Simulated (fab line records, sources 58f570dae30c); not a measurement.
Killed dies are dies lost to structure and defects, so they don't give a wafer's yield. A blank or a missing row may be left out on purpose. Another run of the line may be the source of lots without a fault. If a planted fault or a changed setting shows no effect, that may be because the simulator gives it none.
2 desks, one fault + flow berkeley_cmos170 + each desk holds nothing but its own numbers, with what lay behind them at the end

## AT THE TOOL OWNER'S DESK: pvd_sputter-03
The tool's own readings at UCB170_SILICIDE_SPUTTER_01 (material Ti, target thk 30 nm, time 25 s): means of the sampled wafers that have a number, for each lot that ran on this tool. A lot is out of limits, marked OUT, if its mean lies more than 4 standard deviations from the usual mean; the brackets give that distance.
Columns: A = throttle_valve_pct at UCB170_SILICIDE_SPUTTER_01, usual 30.1 %
| lot  | first seen here | A    |
|------|-----------------|------|
| L799 | day 7 17:22     | 29.6 |
| L800 | day 7 20:19     | 29.5 |
| L805 | day 8 23:10     | 30.0 |
| L809 | day 9 05:12     | 30.0 |
| L811 | day 9 13:42     | 29.7 |
| L810 | day 9 14:17     | 30.2 |
Result from this desk: across the 6 lots, nothing is out of limits.

## METROLOGY DESK
Means of the sampled wafers that have a number, per lot and without regard to the tool the lot ran on: this is what the gauges read. A lot is out of limits, marked OUT, if its mean lies more than 4 standard deviations from the usual mean; the brackets give that distance.
Columns: A = SILICIDE_TI_RS at UCB170_SILICIDE_RS_MEAS_02, usual 26.1 ohm/sq; B = SILICIDE_TI_THK at UCB170_SILICIDE_THK_MEAS_03, usual 30.2 nm
| lot  | first seen here | A              | B              |
|------|-----------------|----------------|----------------|
| L798 | day 7 02:13     | 26.3           | 30.2           |
| L799 | day 7 17:24     | 26.2           | 30.0           |
| L800 | day 7 20:22     | 25.8           | 30.7           |
| L803 | day 8 00:45     | 25.8           | 30.8           |
| L805 | day 8 23:11     | 26.1           | 30.3           |
| L807 | day 8 23:19     | 26.5           | 29.9           |
| L808 | day 9 04:24     | 25.8           | 30.7           |
| L809 | day 9 05:14     | 26.1           | 30.2           |
| L811 | day 9 13:44     | 26.4           | 29.9           |
| L810 | day 9 14:19     | 21.5 (-14) OUT | 37.0 (+20) OUT |
| L814 | day 10 11:29    | 26.0           | 30.3           |
| L818 | day 11 04:29    | 25.9           | 30.3           |
| L819 | day 11 04:36    | 26.0           | 30.4           |
This desk finds L810 out of limits, with the earliest case on L810 at day 9 14:19 (SILICIDE_TI_RS at UCB170_SILICIDE_RS_MEAS_02). L798, L799, L800, L803, L805, L807, L808, L809, L811, L814, L818, L819: within limits.

## BROUGHT TOGETHER
On L810, the metrology desk was in a position to raise an alarm at day 9 14:19.
Nothing out of limits was seen by the tool owner's desk.
The tool owner's desk has L810 on record, within its limits.
The lots listed all ran UCB170_SILICIDE_SPUTTER_01 on pvd_sputter-03.

## WHAT HAD BEEN PUT IN BY THE SIMULATOR
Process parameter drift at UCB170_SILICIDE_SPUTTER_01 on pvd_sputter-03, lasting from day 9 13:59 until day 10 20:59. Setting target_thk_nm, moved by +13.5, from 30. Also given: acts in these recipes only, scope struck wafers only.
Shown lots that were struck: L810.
Per desk, hours elapsed from the start of the fault to the first reading out of limits: for the metrology desk, 0.
